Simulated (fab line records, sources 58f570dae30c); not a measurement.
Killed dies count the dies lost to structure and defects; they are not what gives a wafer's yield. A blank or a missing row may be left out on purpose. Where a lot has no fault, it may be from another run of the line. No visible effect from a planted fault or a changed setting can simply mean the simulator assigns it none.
fab line records + flow berkeley_cmos170
record
- lots=5
- wafers=23
route steps=331 shown V2@306 M3@319
start_h: hours from the record's opening day to when the first of the lot's shown wafers began + wait_h: hours elapsed since this lot's preceding step + " identical to the entry in the row above + L1.1+2: one row covering several wafers at once + - either no value or no given start + * or withheld: withheld + < > ~ a bound
route shown NAME@n: NAME is a module with steps in the file, n the number in the route of the first one + usual: the fault-free wafers' mean and standard deviation + same: alike in all rows + chamber/n: place in a boat + sites: readings site by site + _std_site: how widely they spread, as a standard deviation + _edge_site: inner sites' mean taken away from outer sites' mean + radius_mm: for every site, how far away it sits from the centre of the wafer + mask NAME#n: copy n + behind: the last tool/chamber to shape the wafer + hold: reason for holding the lot/hours on hold/outcome of the hold + device: transistor that didn't switch, given as n, p or np + end of line: the same wafers' tests at the end of the route + for a step that has no rows: nothing shown but its recipe + killed: at the first sort, the dies lost to defects and structure; wafer yield is something else + map: per-die view of a wafer (x killed, . not killed, _ where there is no die)
set.NAME: setting as actually run; set.NAME@STEP: the setting as run at that earlier step + model.NAME: the simulator's own value behind a step, which no gauge read
lots whose settings were changed on purpose; a table a step, a row a wafer
## steps
# step UCB170_V2_ETCH_14
# recipe
- chemistry=CHF3/CF4/Ar
- target=SiO2
- stop_on=Al
- CHF3_flow_sccm=45
- cf4_flow_sccm=15
- Ar_flow_sccm=150
- pressure_mtorr=200
- rf_w=700
- target_depth_a=12500
- over_etch_frac=0.25
- time_s=291
| lot.wafer | tool        | chamber | start_h | wait_h | set.time_s | set.resist_thk_nm@V2_COAT_07 | model.KrF_of_V2_COAT_07.thk_nm |
|-----------|-------------|---------|---------|--------|------------|------------------------------|--------------------------------|
| L074.2    | rie_diel-01 | 3       | 177.06  | 0.0    | 291        | 900                          | 610.2                          |
| L074.3    | "           | 2       | "       | "      | 258.3      | 900                          | 641.3                          |
| L074.4    | "           | 1       | "       | "      | 258.3      | 900                          | 640.9                          |
| L074.5    | "           | 0       | "       | "      | 258.3      | 900                          | 641.5                          |
| L074.6    | "           | 3       | "       | "      | 291        | 900                          | 610.6                          |
| L076.1    | rie_diel-04 | 2       | 192.56  | 0.0    | 291        | 857.5                        | 568.8                          |
| L076.2    | "           | 3       | "       | "      | 291        | 900                          | 609.7                          |
| L076.3    | "           | 0       | "       | "      | 291        | 857.5                        | 571.2                          |
| L076.4    | "           | 1       | "       | "      | 291        | 900                          | 608.8                          |
| L076.6    | "           | 2       | "       | "      | 291        | 900                          | 612                            |
| L078.3    | rie_diel-01 | 2       | 207.08  | 0.0    | 291        | 900                          | 608.2                          |
| L078.4    | "           | 3       | "       | "      | 291        | 900                          | 608.1                          |
| L078.6    | "           | 0       | "       | "      | 291        | 900                          | 610                            |
| L080.1    | rie_diel-01 | 2       | 209.14  | 0.0    | 291        | 900                          | 604                            |
| L080.2    | "           | 0       | "       | "      | 291        | 900                          | 609.8                          |
| L080.4    | "           | 1       | "       | "      | 291        | 900                          | 605.6                          |
| L080.5    | "           | 0       | "       | "      | 291        | 900                          | 610.4                          |
| L080.6    | "           | 2       | "       | "      | 291        | 900                          | 606.6                          |
| L084.1    | rie_diel-01 | 0       | 236.28  | 0.0    | 291        | 900                          | 612.6                          |
| L084.2    | "           | 2       | "       | "      | 291        | 900                          | 612                            |
| L084.3    | "           | 1       | "       | "      | 291        | 900                          | 611.9                          |
| L084.5    | "           | 3       | "       | "      | 291        | 851.4                        | 564.8                          |
| L084.6    | "           | 2       | "       | "      | 291        | 851.4                        | 561.9                          |
# step UCB170_V2_STRIP_15
# recipe
- chemistry=O2
- power_w=400
- pressure_mtorr=3500
- platen_temp_c=withheld
- o2_flow_sccm=400
- overash_fraction=0.5
# usual
- strip_time_to_endpoint_s=15.30/0.065
| lot.wafer | tool            | chamber | start_h | wait_h | set.resist_thk_nm@V2_COAT_07 | set.time_s@V2_ETCH_14 | strip_time_to_endpoint_s |
|-----------|-----------------|---------|---------|--------|------------------------------|-----------------------|--------------------------|
| L074.2    | plasma_asher-03 | 0       | 177.23  | 0.1    | 900                          | 291                   | 15.31                    |
| L074.3    | "               | 1       | "       | "      | 900                          | 258.3                 | 15.98                    |
| L074.4    | "               | 0       | "       | "      | 900                          | 258.3                 | 15.98                    |
| L074.5    | "               | 0       | "       | "      | 900                          | 258.3                 | 15.98                    |
| L074.6    | "               | 1       | "       | "      | 900                          | 291                   | 15.33                    |
| L076.1    | plasma_asher-03 | 1       | 192.74  | 0.1    | 857.5                        | 291                   | 14.32                    |
| L076.2    | "               | 0       | "       | "      | 900                          | 291                   | 15.30                    |
| L076.3    | "               | 1       | "       | "      | 857.5                        | 291                   | 14.39                    |
| L076.4    | "               | 0       | "       | "      | 900                          | 291                   | 15.28                    |
| L076.6    | "               | 0       | "       | "      | 900                          | 291                   | 15.37                    |
| L078.3    | plasma_asher-03 | 1       | 207.29  | 0.1    | 900                          | 291                   | 15.24                    |
| L078.4    | "               | 0       | "       | "      | 900                          | 291                   | 15.26                    |
| L078.6    | "               | 1       | "       | "      | 900                          | 291                   | 15.31                    |
| L080.1    | plasma_asher-03 | 1       | 209.32  | 0.1    | 900                          | 291                   | 15.17                    |
| L080.2    | "               | 0       | "       | "      | 900                          | 291                   | 15.30                    |
| L080.4    | "               | 0       | "       | "      | 900                          | 291                   | 15.22                    |
| L080.5    | "               | 1       | "       | "      | 900                          | 291                   | 15.32                    |
| L080.6    | "               | 0       | "       | "      | 900                          | 291                   | 15.23                    |
| L084.1    | plasma_asher-02 | 1       | 236.46  | 0.1    | 900                          | 291                   | 15.38                    |
| L084.2    | "               | 0       | "       | "      | 900                          | 291                   | 15.37                    |
| L084.3    | "               | 1       | "       | "      | 900                          | 291                   | 15.36                    |
| L084.5    | "               | 1       | "       | "      | 851.4                        | 291                   | 14.24                    |
| L084.6    | "               | 0       | "       | "      | 851.4                        | 291                   | 14.17                    |
# step UCB170_M3_COAT_10
# recipe
- resist=KrF
- spin_rpm=1500
- resist_thk_nm=900
| lot.wafer | tool           | chamber | start_h | wait_h | set.resist_thk_nm | model.KrF_of_M3_COAT_10.thk_nm |
|-----------|----------------|---------|---------|--------|-------------------|--------------------------------|
| L074.2    | litho_track-03 | 0       | -       | -      | 867.1             | 864.4                          |
| L074.3    | "              | 0       | "       | "      | 867.1             | 864.5                          |
| L074.4    | "              | 0       | "       | "      | 900               | 897.5                          |
| L074.5    | "              | 0       | "       | "      | 900               | 899.4                          |
| L074.6    | "              | 0       | "       | "      | 867.1             | 865.6                          |
| L076.1    | litho_track-01 | 0       | -       | -      | 900               | 900.6                          |
| L076.2    | "              | 0       | "       | "      | 900               | 903.8                          |
| L076.3    | "              | 0       | "       | "      | 900               | 902.4                          |
| L076.4    | "              | 0       | "       | "      | 900               | 902.5                          |
| L076.6    | "              | 0       | "       | "      | 900               | 900.7                          |
| L078.3    | litho_track-03 | 0       | -       | -      | 900               | 899.9                          |
| L078.4    | "              | 0       | "       | "      | 900               | 905                            |
| L078.6    | "              | 0       | "       | "      | 900               | 903.3                          |
| L080.1    | litho_track-04 | 0       | -       | -      | 926.3             | 925                            |
| L080.2    | "              | 0       | "       | "      | 900               | 900.4                          |
| L080.4    | "              | 0       | "       | "      | 926.3             | 924.4                          |
| L080.5    | "              | 0       | "       | "      | 926.3             | 925.5                          |
| L080.6    | "              | 0       | "       | "      | 900               | 900.8                          |
| L084.1    | litho_track-03 | 0       | -       | -      | 921.1             | 923.4                          |
| L084.2    | "              | 0       | "       | "      | 900               | 903.2                          |
| L084.3    | "              | 0       | "       | "      | 921.1             | 922.2                          |
| L084.5    | "              | 0       | "       | "      | 900               | 900.7                          |
| L084.6    | "              | 0       | "       | "      | 900               | 902.1                          |
# step UCB170_M3_METAL_ETCH_18
# recipe
- chemistry=Cl2/BCl3
- target=Al
- stop_on=SiO2
- pressure_mtorr=12
- target_depth_a=11700
- over_etch_frac=0.3
- time_s=195
- icp_w=600
- bias_w=120
- Cl2_flow_sccm=90
- bcl3_flow_sccm=45
# usual
- oes_product_au=0.852/0.017
| lot.wafer | tool         | chamber | start_h | wait_h | set.time_s | set.resist_thk_nm@M3_COAT_10 | oes_product_au | model.KrF_of_M3_COAT_10.thk_nm | model.SiO2_of_V2_CVD_00.thk_nm |
|-----------|--------------|---------|---------|--------|------------|------------------------------|----------------|--------------------------------|--------------------------------|
| L074.2    | rie_metal-04 | 1       | 179.96  | -      | 195        | 867.1                        | 0.882          | 167.3                          | 937.8                          |
| L074.3    | "            | 1       | "       | "      | 195        | 867.1                        | 0.874          | 168.5                          | 938.5                          |
| L074.4    | "            | 0       | "       | "      | 195        | 900                          | 0.868          | 202.6                          | 937.7                          |
| L074.5    | "            | 0       | "       | "      | 195        | 900                          | 0.865          | 210.7                          | 938.9                          |
| L074.6    | "            | 1       | "       | "      | 195        | 867.1                        | 0.892          | 170                            | 937.4                          |
| L076.1    | rie_metal-03 | 0       | 197.19  | -      | 195        | 900                          | 0.833          | 205.7                          | 937.9                          |
| L076.2    | "            | 1       | "       | "      | 195        | 900                          | 0.856          | 221.5                          | 937.3                          |
| L076.3    | "            | 0       | "       | "      | 174        | 900                          | 0.890          | 281.1                          | 943.2                          |
| L076.4    | "            | 1       | "       | "      | 195        | 900                          | 0.851          | 211.7                          | 937.2                          |
| L076.6    | "            | 1       | "       | "      | 174        | 900                          | 0.907          | 286.2                          | 944.1                          |
| L078.3    | rie_metal-02 | 1       | 210.12  | -      | 195        | 900                          | 0.829          | 206.4                          | 937.9                          |
| L078.4    | "            | 0       | "       | "      | 195        | 900                          | 0.833          | 207.9                          | 936.3                          |
| L078.6    | "            | 1       | "       | "      | 195        | 900                          | 0.838          | 219.2                          | 935.8                          |
| L080.1    | rie_metal-03 | 0       | 212.19  | -      | 178.5      | 926.3                        | 0.884          | 295.4                          | 942.4                          |
| L080.2    | "            | 1       | "       | "      | 178.5      | 900                          | 0.895          | 275.8                          | 943.5                          |
| L080.4    | "            | 0       | "       | "      | 195        | 926.3                        | 0.840          | 231.2                          | 937.6                          |
| L080.5    | "            | 0       | "       | "      | 178.5      | 926.3                        | 0.887          | 291.7                          | 942                            |
| L080.6    | "            | 1       | "       | "      | 195        | 900                          | 0.852          | 218.4                          | 938.4                          |
| L084.1    | rie_metal-04 | 1       | 239.23  | -      | 195        | 921.1                        | 0.879          | 241.3                          | 937.3                          |
| L084.2    | "            | 0       | "       | "      | 195        | 900                          | 0.877          | 220.5                          | 937.3                          |
| L084.3    | "            | 0       | "       | "      | 195        | 921.1                        | 0.861          | 245.7                          | 939.2                          |
| L084.5    | "            | 0       | "       | "      | 195        | 900                          | 0.865          | 224.2                          | 938.8                          |
| L084.6    | "            | 1       | "       | "      | 195        | 900                          | 0.877          | 217.4                          | 938.1                          |
# step UCB170_M3_STRIP_19
# recipe
- chemistry=O2
- power_w=400
- pressure_mtorr=3500
- platen_temp_c=withheld
- o2_flow_sccm=400
- overash_fraction=0.5
# usual
- oes_product_au=0.546/0.0078
| lot.wafer | tool            | chamber | start_h | wait_h | set.time_s@M3_METAL_ETCH_18 | oes_product_au |
|-----------|-----------------|---------|---------|--------|-----------------------------|----------------|
| L074.2    | plasma_asher-01 | 1       | 180.15  | 0.1    | 195                         | 0.499          |
| L074.3    | "               | 0       | "       | "      | 195                         | 0.495          |
| L074.4    | "               | 1       | "       | "      | 195                         | 0.532          |
| L074.5    | "               | 1       | "       | "      | 195                         | 0.544          |
| L074.6    | "               | 0       | "       | "      | 195                         | 0.496          |
| L076.1    | plasma_asher-01 | 0       | 197.38  | 0.1    | 195                         | 0.535          |
| L076.2    | "               | 1       | "       | "      | 195                         | 0.555          |
| L076.3    | "               | 1       | "       | "      | 174                         | 0.611          |
| L076.4    | "               | 0       | "       | "      | 195                         | 0.549          |
| L076.6    | "               | 1       | "       | "      | 174                         | 0.618          |
| L078.3    | plasma_asher-04 | 1       | 210.28  | 0.1    | 195                         | 0.537          |
| L078.4    | "               | 0       | "       | "      | 195                         | 0.547          |
| L078.6    | "               | 1       | "       | "      | 195                         | 0.550          |
| L080.1    | plasma_asher-01 | 0       | 212.38  | 0.1    | 178.5                       | 0.632          |
| L080.2    | "               | 1       | "       | "      | 178.5                       | 0.619          |
| L080.4    | "               | 0       | "       | "      | 195                         | 0.563          |
| L080.5    | "               | 0       | "       | "      | 178.5                       | 0.628          |
| L080.6    | "               | 1       | "       | "      | 195                         | 0.551          |
| L084.1    | plasma_asher-04 | 0       | 239.42  | 0.1    | 195                         | 0.574          |
| L084.2    | "               | 1       | "       | "      | 195                         | 0.550          |
| L084.3    | "               | 1       | "       | "      | 195                         | 0.580          |
| L084.5    | "               | 1       | "       | "      | 195                         | 0.556          |
| L084.6    | "               | 0       | "       | "      | 195                         | 0.545          |
## key
split
- step=UCB170_V2_ETCH_14
- setting=time_s
- stated=291
- by=wafer
response
- step=UCB170_V2_ETCH_14
- reading=model.KrF_of_V2_COAT_07.thk_nm
- slope=-2.74
- per=1%
- together_with=resist_thk_nm@V2_COAT_07
- explained=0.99
response
- step=UCB170_V2_STRIP_15
- reading=strip_time_to_endpoint_s
- slope=*
- per=1%
- together_with=resist_thk_nm@V2_COAT_07
- explained=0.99
split
- step=UCB170_M3_COAT_10
- setting=resist_thk_nm
- stated=900
- by=wafer
response
- step=UCB170_M3_COAT_10
- reading=model.KrF_of_M3_COAT_10.thk_nm
- change=+8.86
- per=1%
- r=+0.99
response
- step=UCB170_M3_METAL_ETCH_18
- reading=model.KrF_of_M3_COAT_10.thk_nm
- slope=+8.76
- per=1%
- together_with=time_s@M3_METAL_ETCH_18
- explained=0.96
split
- step=UCB170_M3_METAL_ETCH_18
- setting=time_s
- stated=195
- by=wafer
response
- step=UCB170_M3_METAL_ETCH_18
- reading=oes_product_au
- change=-0.00491
- per=1%
- r=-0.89
response
- step=UCB170_M3_METAL_ETCH_18
- reading=model.KrF_of_M3_COAT_10.thk_nm
- change=-6.89
- per=1%
- r=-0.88
response
- step=UCB170_M3_METAL_ETCH_18
- reading=model.SiO2_of_V2_CVD_00.thk_nm
- change=-0.564
- per=1%
- r=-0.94
response
- step=UCB170_M3_STRIP_19
- reading=oes_product_au
- change=-0.00703
- per=1%
- r=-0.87
split outside_this_file step=UCB170_V2_COAT_07 setting=resist_thk_nm
# split outside_this_file: this setting was split too, and the file shows its column; the key of that split is in another file
